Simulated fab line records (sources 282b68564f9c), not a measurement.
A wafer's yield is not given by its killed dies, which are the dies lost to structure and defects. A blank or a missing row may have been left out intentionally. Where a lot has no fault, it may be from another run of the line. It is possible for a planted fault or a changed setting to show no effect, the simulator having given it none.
Problem report in the 8D (eight disciplines) form, filled by code    flow ritCmos    the parts of the form that need people (team, actions taken, sign-off) are left out

== 1. WHAT WENT WRONG ==
Mean of runLengthS at RIT_CONTACT_CLEAN_13: 680 s across 6 wafers in 2 lots; on wafers with no fault it is 628 s (standard deviation 3.6). Measured from the usual mean, that is +14 standard deviations.
The step: cleans in SC1, time 600 s.
The first sign was on wafer L457.2 at day 4 22:31, on wetBench-02. The record holds 39 wafers of 13 lots with a number at this step. Rule for "out", or "out of limits": more than 4 standard deviations from the usual mean. The rest of the wafers with a number are treated as sound.

== 2. WHAT IT IS; WHAT IT IS NOT ==
question                     is                      is not
which readings at this step  runLengthS              -
which lots                   L457, L458              L449, L450, L451, L452, L453, L455, L466, L467, L468, L469, L472
which wafers of those lots   all that have a number  -
read on which tools          wetBench-02             wetBench-01, wetBench-03
when                         from day 4 22:31        up to then (18 sound wafers); but 15 sound wafers of L466, L467, L468, L469, L472 came after

== 3. WHAT RULES OUT EACH SUSPECT ==
Counting: any tool at a process step up to the reading is kept as a suspect provided that every lot that is out went through it and no sound lot did after the first of them.
- wetBench-02 at RIT_CONTACT_CLEAN_13 (cleans in SC1, time 600 s): kept. All lots that are out passed through it, beginning with L457 at day 4 22:31, and no sound lot followed; its final sound lot before that point was L455 at day 4 12:06. Its own runLengthS readings are out on those wafers.
Left after counting: wetBench-02 at RIT_CONTACT_CLEAN_13.

== 4. THE CAUSE (what the simulator had put in) ==
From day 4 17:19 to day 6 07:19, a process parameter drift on wetBench-02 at RIT_CONTACT_CLEAN_13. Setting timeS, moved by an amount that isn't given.
Only this tool survived the counting.

== 5. THE EFFECT CHAIN, in route order ==
One row per reading whose mean, taken over the struck wafers that have a number, lies over 3 standard deviations from the usual. Readings are gone through only where the record gives a usual standard deviation; hours: the median, over the lots, of the time from a lot's start at the first step in this table giving one to that lot's start at this step; sigmas: the change measured in usual standard deviations.
hours  step                  reading     usual  on struck wafers  change  sigmas
0      RIT_CONTACT_CLEAN_13  runLengthS  628 s  680               +52     +14
It contains these process steps:
- RIT_CONTACT_CLEAN_13: cleans in SC1, time 600 s.
Later steps that measure or inspect, where all struck wafers having a row at the step show a number for every such reading and not one has moved that far: RIT_M1_OVL_MEAS_10.

== 6. WHAT WOULD HAVE CAUGHT IT SOONER ==
In this record no reading fell out of limits until day 4 22:31, 5 hours after the fault had begun at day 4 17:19.
